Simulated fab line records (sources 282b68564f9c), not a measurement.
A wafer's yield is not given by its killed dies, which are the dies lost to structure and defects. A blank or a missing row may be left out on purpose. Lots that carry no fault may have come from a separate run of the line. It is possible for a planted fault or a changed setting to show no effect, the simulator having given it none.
Split-lot trial | flow ritCmos | 23 wafers read from 5 lots, route of 202 steps

== ON THE SPLIT ==
At RIT_PSD_COAT_01 (resist thk 1000 nm), the setting spinRpm was moved away from the recipe's 3250 rpm on 9 of the 23 wafers read, by -6.3% to +6.9%. This setting was run at the recipe's value on the other wafers.

== FROM THE SPLIT TO THE READING: what the file shows between them, 3 steps ==
- RIT_PSD_SOFTBAKE_02: time 60 s
- RIT_PSD_EXPOSE_03: exposes mask M10, target cd 40900 nm
- RIT_PSD_DEVELOP_05: develop time 50 s

== THE READING ==
NOVOLAK_of_PSD_COAT_01.thkNm (the simulator's own value, which no gauge read), in nm, at RIT_PSD_HARDBAKE_07 (time 60 s). There is no usual value for it anywhere in the file. The 14 wafers here that ran the recipe average 883.2 nm, standard deviation 1.7 nm.

wafer  | tool, chamber at the split | spinRpm as run, rpm | against the recipe | NOVOLAK_of_PSD_COAT_01.thkNm, nm | against lot-mates on the recipe
L076.1 | lithoTrack-02, 0           | 3250                | recipe             | 882.9                            | -
L076.4 | lithoTrack-02, 0           | 3250                | recipe             | 880.6                            | -
L076.5 | lithoTrack-02, 0           | 3250                | recipe             | 883.4                            | -
L077.1 | lithoTrack-02, 0           | 3475                | +6.9%              | 855.6                            | -27.9
L077.2 | lithoTrack-02, 0           | 3250                | recipe             | 883.7                            | -
L077.3 | lithoTrack-02, 0           | 3475                | +6.9%              | 851.3                            | -32.2
L077.4 | lithoTrack-02, 0           | 3250                | recipe             | 883.2                            | -
L077.6 | lithoTrack-02, 0           | 3475                | +6.9%              | 854.4                            | -29.1
L079.2 | lithoTrack-03, 0           | 3360                | +3.4%              | 869.7                            | -14.7
L079.3 | lithoTrack-03, 0           | 3250                | recipe             | 884.7                            | -
L079.4 | lithoTrack-03, 0           | 3250                | recipe             | 882.5                            | -
L079.5 | lithoTrack-03, 0           | 3360                | +3.4%              | 870.4                            | -14.0
L079.6 | lithoTrack-03, 0           | 3250                | recipe             | 885.9                            | -
L082.2 | lithoTrack-02, 0           | 3137                | -3.5%              | 897.7                            | +15.7
L082.3 | lithoTrack-02, 0           | 3137                | -3.5%              | 897.5                            | +15.5
L082.4 | lithoTrack-02, 0           | 3250                | recipe             | 882                              | -
L082.5 | lithoTrack-02, 0           | 3250                | recipe             | 879.9                            | -
L082.6 | lithoTrack-02, 0           | 3250                | recipe             | 884                              | -
L085.1 | lithoTrack-03, 0           | 3250                | recipe             | 881.5                            | -
L085.2 | lithoTrack-03, 0           | 3046                | -6.3%              | 910.2                            | +26.3
L085.3 | lithoTrack-03, 0           | 3250                | recipe             | 885                              | -
L085.4 | lithoTrack-03, 0           | 3250                | recipe             | 885.2                            | -
L085.5 | lithoTrack-03, 0           | 3046                | -6.3%              | 912.2                            | +28.3

THE FIT
A straight line over all 23 wafers: NOVOLAK_of_PSD_COAT_01.thkNm changes by -4.28 nm for each +1% of spinRpm; r = -0.99; the points scatter about the line by 1.7 nm.
The same after taking each lot's own level away (the mean of its wafers on the recipe; 23 wafers): -4.32 nm for each +1%; r = -1.00; scatter 1.4 nm.
That fit puts the effect of the largest move of spinRpm on the reading at 30 nm.
Across the lots, their own levels run from 881.97 to 884.37 nm, a range of 1.4 times the standard deviation given above.
Consequently the slope shifts little with the lot-to-lot level, the two slopes agreeing.
Check: -30.3 nm against its lot-mates is what the line predicts for one of the wafers moved furthest among these (+6.9%) when that wafer is left out of the fit. Against them it came out at -27.9 nm.

== THE WHOLE CHAIN: every reading that the file lists as answering this split, in the file's order ==
step                | what it does       | reading                                                                       | change (the file's fit)              | r (the file's)
RIT_PSD_COAT_01     | resist thk 1000 nm | NOVOLAK_of_PSD_COAT_01.thkNm (the simulator's own value, which no gauge read) | -4.94 nm for each +1% of the setting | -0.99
RIT_PSD_HARDBAKE_07 | time 60 s          | NOVOLAK_of_PSD_COAT_01.thkNm (the simulator's own value, which no gauge read) | -4.33 nm for each +1% of the setting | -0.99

== THE FILE'S OWN FIT ==
NOVOLAK_of_PSD_COAT_01.thkNm changes by -4.33 nm for each +1% of spinRpm, r = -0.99.
